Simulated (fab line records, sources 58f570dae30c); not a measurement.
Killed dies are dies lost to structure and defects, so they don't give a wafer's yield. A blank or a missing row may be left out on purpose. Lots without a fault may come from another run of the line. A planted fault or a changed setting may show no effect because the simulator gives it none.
A struck lot beside a sound one | flow berkeley_cmos170 | 34 steps out of a route of 331
Sound: wafers L661.1, L661.4, L661.5. Struck: wafers L652.3, L652.4, L652.5. The cause comes at the end.
At each step with rows: each side's tool, then ch and its chambers, then its first start. Under that, the readings that differ: sound wafers | struck wafers | difference of the means | sigmas: that difference in standard deviations of wafers without a fault.
alike: readings whose means differ by less than 2 such deviations, and words and numbers that are the same on both sides. not compared: withheld readings, readings that some wafer has no value for, bounds like >300 that may hide the same value, and numbers for which the record gives no deviation and whose values overlap.
The two part at a step that has a row with sigmas, a row that says differs or no value, or rows on one side only. Numbers that don't overlap but have no deviation are shown without sigmas and don't part them. A reading that every wafer of one side lacks parts them only if that side has two wafers or more.

first, 3 steps without rows for these wafers: UCB170_FIELD_WET_ETCH_04 (etches SiO2 in dHF, time 60 s); UCB170_FIELD_WET_ETCH_05 (etches Si3N4 in H3PO4, time 12600 s); UCB170_FIELD_WET_ETCH_06 (etches SiO2 in BOE, time 22 s).
UCB170_FIELD_THK_MEAS_90:
  sound on film_metro-04, day 8 22:41; struck on film_metro-04, day 6 05:19
  alike: FIELD_OXIDE_LEFT_1_THK
then, 2 steps without rows for these wafers: UCB170_SACOX_CLEAN_00 (cleans in dHF, time 7.5 s); UCB170_SACOX_OXIDATION_01 (target thk 14.4 nm, ox time 2400 s).
UCB170_SACOX_THK_MEAS_02:
  sound on film_metro-01, day 9 04:44; struck on film_metro-03, day 6 13:43
  alike: SACOX_OXIDE_THK
then, 2 steps without rows for these wafers: UCB170_SCREENOX_WET_ETCH_00 (etches SiO2 in dHF, time 200 s); UCB170_SCREENOX_OXIDATION_01 (target thk 14.4 nm, ox time 2400 s).
UCB170_SCREENOX_THK_MEAS_02:
  sound on film_metro-01, day 9 11:02; struck on film_metro-01, day 6 19:34
  reading                 | sound          | struck         | difference | sigmas
  SCREENOX_OXIDE_THK (nm) | 14.2 14.2 13.8 | 15.1 14.9 14.7 | +0.8       | +3
then, 2 steps without rows for these wafers: UCB170_SCREENOX_ANNEAL_03 (time 900 s); UCB170_NVT_HMDS_00 (prime time 60 s).
UCB170_NVT_COAT_01: resist thk 900 nm.
  sound on litho_track-03 ch 0, day 9 18:58; struck on litho_track-01, day 7 03:05
  no value came back on the struck wafers for chill_plate_temp_C (C), dispense_pressure_kPa (kPa); on the sound wafers chill_plate_temp_C (C) reads 23.10 23.12 22.99
then, 4 steps without rows for these wafers: UCB170_NVT_SOFTBAKE_02 (time 60 s); UCB170_NVT_EXPOSE_03 (exposes mask PWELL, target cd 3000 nm); UCB170_NVT_PEB_04; UCB170_NVT_DEVELOP_05 (develop time 45 s).
UCB170_NVT_OVL_MEAS_06:
  sound on overlay-01, day 9 19:44; struck on overlay-01, day 7 03:52
  reading      | sound  | struck | difference                    | sigmas
  NVT_OVL (nm) | 6 12 6 | - - -  | no value on the struck wafers |
then, 1 step without rows for these wafers: UCB170_NVT_IMPLANT_07.
UCB170_NVT_STRIP_08: strips in O2.
  sound on plasma_asher-03 ch 0,1, day 9 19:55; struck on plasma_asher-02 ch 0,1, day 7 04:04
  no value came back on the struck wafers for oes_product_au (a.u.), strip_time_to_endpoint_s (s); on the sound wafers oes_product_au (a.u.) reads 0.735 0.731 0.739
  alike: drypump_motor_current_A
  not compared: rf_hours_counter_h
UCB170_NVT_TW_MEAS_09:
  sound on film_metro-04, day 9 20:01; struck on film_metro-02, day 7 04:10
  alike: NVT_TW
then, 7 steps without rows for these wafers: UCB170_NVT_CLEAN_10 (cleans in SPM, time 600 s); UCB170_PVT_HMDS_00 (prime time 60 s); UCB170_PVT_COAT_01 (resist thk 900 nm); UCB170_PVT_SOFTBAKE_02 (time 60 s); UCB170_PVT_EXPOSE_03 (exposes mask NWELL, target cd 3000 nm); UCB170_PVT_PEB_04; UCB170_PVT_DEVELOP_05 (develop time 45 s).
UCB170_PVT_OVL_MEAS_06:
  sound on overlay-02, day 9 22:06; struck on overlay-01, day 7 06:29
  reading      | sound  | struck  | difference | sigmas
  PVT_OVL (nm) | 3 4 11 | -8 -7 1 | -11        | -2
then, 1 step without rows for these wafers: UCB170_PVT_IMPLANT_07.
UCB170_PVT_STRIP_08: strips in O2.
  sound on plasma_asher-03 ch 1, day 9 22:17; struck on plasma_asher-03 ch 0,1, day 7 06:42
  alike: drypump_motor_current_A, oes_product_au, strip_time_to_endpoint_s
  not compared: rf_hours_counter_h
UCB170_PVT_TW_MEAS_09:
  sound on film_metro-04, day 9 22:23; struck on film_metro-04, day 7 06:47
  reading | sound             | struck            | difference | sigmas
  PVT_TW  | 507.0 508.2 508.2 | 639.1 638.9 637.3 | +130.6     | +82
then, 1 step without rows for these wafers: UCB170_GATE_WET_ETCH_00 (etches SiO2 in dHF, time 200 s).
-- the record jumps here: 2 days lie between the struck wafers' starts before and after (it left off in module GATE and takes up again in module M3, whose first step shown is number 331 of the route) --
UCB170_M3_PROBE_99:
  the record has rows for the struck wafers here (prober-01, day 9 12:53) and none for the sound ones

WHERE THEY PART
First at UCB170_SCREENOX_THK_MEAS_02; last, within this record, at UCB170_M3_PROBE_99.

WHY: what the simulator had put in
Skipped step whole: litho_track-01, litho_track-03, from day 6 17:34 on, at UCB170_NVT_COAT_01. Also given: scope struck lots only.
